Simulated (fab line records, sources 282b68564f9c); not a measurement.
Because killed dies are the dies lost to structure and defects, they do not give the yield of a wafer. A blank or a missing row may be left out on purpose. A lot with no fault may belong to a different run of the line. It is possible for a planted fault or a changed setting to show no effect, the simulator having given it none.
Comparing a struck lot with a sound one    flow rit cmos    23 out of 202 route steps
Sound: wafers L848.1, L848.3, L848.5. Wafers struck: L852.1, L852.3, L852.6. The cause is named last.
Per side, at each step with rows, come the tool, then ch with its chambers, and then its first start. Under that, the readings that differ: sound wafers    struck wafers    difference of the means    sigmas: that difference in standard deviations of wafers without a fault.
alike: readings with means less than 2 such deviations apart, plus words and numbers identical on both sides. not compared: withheld readings, readings lacking a value on some wafer, bounds such as >300 that could conceal the same value, and numbers that have no deviation in the record and whose values overlap.
Wherever a step has rows on one side only, a row that says differs or no value, or a row with sigmas, the two part there. Numbers that have no deviation but don't overlap get no sigmas and don't part them. A reading missing from all wafers of one side parts the sides only when that side holds two or more wafers.

first, 5 steps without rows for these wafers: RIT_GATE_WET_ETCH_00 (etches SiO2 in BOE, target depth 56 nm, time 60 s); RIT_GATE_CLEAN_01 (cleans in SC1, time 600 s); RIT_GATE_CLEAN_02 (cleans in dHF, time 30 s); RIT_GATE_CLEAN_03 (cleans in SC2, time 600 s); RIT_GATE_CLEAN_04 (cleans in dHF, time 60 s).
RIT_FOX2_THK_MEAS_91:
  sound on film metro-04, day 4 13:36; struck on film metro-02, day 5 04:43
  alike: FIELD_OXIDE_LEFT_2_THK
then, 2 steps without rows for these wafers: RIT_GATE_OXIDATION_05 (target thk 3 nm, ox time 270 s); RIT_GATE_ANNEAL_06 (time 600 s).
RIT_GATE_THK_MEAS_07:
  sound on film metro-02, day 4 16:12; struck on film metro-03, day 5 08:27
  alike: GATE_OXIDE_THK
then, 1 step without rows for these wafers: RIT_GATE_CVD_08 (deposits poly-Si from SiH4, target thk 250 nm, time 2220 s).
RIT_GATE_THK_MEAS_09:
  sound on film metro-02, day 4 18:41; struck on film metro-03, day 5 10:08
  alike: GATE_POLY_THK
then, 1 step without rows for these wafers: RIT_GATE_HMDS_10 (prime time 60 s).
RIT_GATE_COAT_11: resist thk 850 nm.
  sound on litho track-02 ch 0, day 4 18:53; struck on litho track-02 ch 0, day 5 10:20
reading                                    sound                 struck                difference  sigmas
spin speed rpm (rpm)                       4249.5 4251.1 4251.3  3990.0 3993.4 3992.3  -258.7      -99 or more
model.NOVOLAK_of_GATE_COAT_11.thk nm (nm)  850.2 851.1 852.3     877.9 875.5 877.5     +25.8       
  alike: dispense pressure kPa
then, 4 steps without rows for these wafers: RIT_GATE_SOFTBAKE_12 (time 60 s); RIT_GATE_EXPOSE_13 (exposes mask M6, target cd 150 nm); RIT_GATE_PEB_14; RIT_GATE_DEVELOP_15 (develop time 50 s).
RIT_GATE_CD_MEAS_16: target cd 150 nm.
  sound on cd sem-02, day 4 19:43; struck on cd sem-02, day 5 11:02
  alike: cd nm
RIT_GATE_OVL_MEAS_17:
  sound on overlay-01, day 4 19:50; struck on overlay-01, day 5 11:10
  alike: GATE_OVL
then, 1 step without rows for these wafers: RIT_GATE_HARDBAKE_18 (time 60 s).
RIT_GATE_ETCH_19: etches poly-Si in SF6/CHF3/O2, stops on SiO2, time 165 s, target depth 312.5 nm.
  sound on rie si-02 ch 0,1,3, day 4 20:01; struck on rie si-02 ch 1,3, day 5 11:26
reading                                    sound          struck             difference  sigmas
model.NOVOLAK_of_GATE_COAT_11.thk nm (nm)  671 669.5 672  694.9 691.5 694.5  +22.8       
  alike: drypump motor current A, oes product au, rf fwd power W, throttle valve pct
  not compared: rf hours counter h
RIT_GATE_STRIP_20: strips in O2, time 180 s.
  sound on plasma asher-02 ch 0,1, day 4 20:08; struck on plasma asher-04 ch 0,1, day 5 11:32
  alike: drypump motor current A
  not compared: rf hours counter h
RIT_M1_PROBE_99:
  sound on prober-01, day 5 17:28; struck on prober-01, day 6 08:23
reading                    sound             struck            difference  sigmas
model.etest.ring.delay ps  28.92 29.51 28.6  30.86 29.6 30.06  +1.16       
  alike: killed_at_M0_to_M3, killed at contacts, killed at front end, killed dies, killed open, killed short

WHERE THEY PART
RIT_GATE_COAT_11 only, going by this record. Later steps at which nothing parts them and some readings are alike: RIT_GATE_CD_MEAS_16, RIT_GATE_OVL_MEAS_17, RIT_GATE_ETCH_19, RIT_GATE_STRIP_20, RIT_M1_PROBE_99.

WHY: the cause the simulator had injected
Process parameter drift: litho track-02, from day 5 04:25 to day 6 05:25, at RIT_GATE_COAT_11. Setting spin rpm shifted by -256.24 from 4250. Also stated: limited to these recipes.
